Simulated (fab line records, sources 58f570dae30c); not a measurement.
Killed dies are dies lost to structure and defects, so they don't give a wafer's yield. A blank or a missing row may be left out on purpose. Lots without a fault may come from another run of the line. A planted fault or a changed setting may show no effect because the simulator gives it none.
Chamber matching | flow berkeley_cmos170 | UCB170_V1_CMP_02 on cmp-01: 4 sister chambers
The step polishes SiO2. 4 wafers are shown with their chamber, then 7 later ones without.

WAFERS WITH THEIR CHAMBER
wafer  | chamber | motor_current_A (A)
L669.1 | 1       | 19.9
L679.6 | 2       | 15.7
L687.2 | 0       | 13.5
L687.3 | 3       | 18.5

WAFERS WITHOUT THEIR CHAMBER
wafer  | motor_current_A (A)
L687.6 | 19.2
L688.1 | 19.2
L688.3 | 14.9
L688.5 | 17.9
L689.1 | 20.2
L689.4 | 18.1
L689.5 | 19.4

WHICH CHAMBER EACH WENT THROUGH
wafer  | from the rows above     | in truth
L687.6 | can't be placed: 1 or 3 | 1
L688.1 | can't be placed: 1 or 3 | 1
L688.3 | can't be placed: 2 or 0 | 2
L688.5 | 3                       | 3
L689.1 | 1                       | 1
L689.4 | 3                       | 3
L689.5 | can't be placed: 1 or 3 | 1
Placed correctly: 3 of 7. Can't be placed from these rows: 4 (the true chamber is among the candidates in 4). Placed wrongly: 0.
How it was worked out, from the rows above alone: a wafer's distance from a chamber is the root of the sum, over the readings, of the square of ((its reading less the chamber's mean) divided by the reading's scatter). The wafer belongs to the nearest chamber; if the next one is less than 2 further off, it can't be placed. A chamber's mean is the mean of its shown wafers. The scatter: with one shown wafer a chamber, the root of the mean of the squares of how far each hidden wafer lies from its nearest shown one.
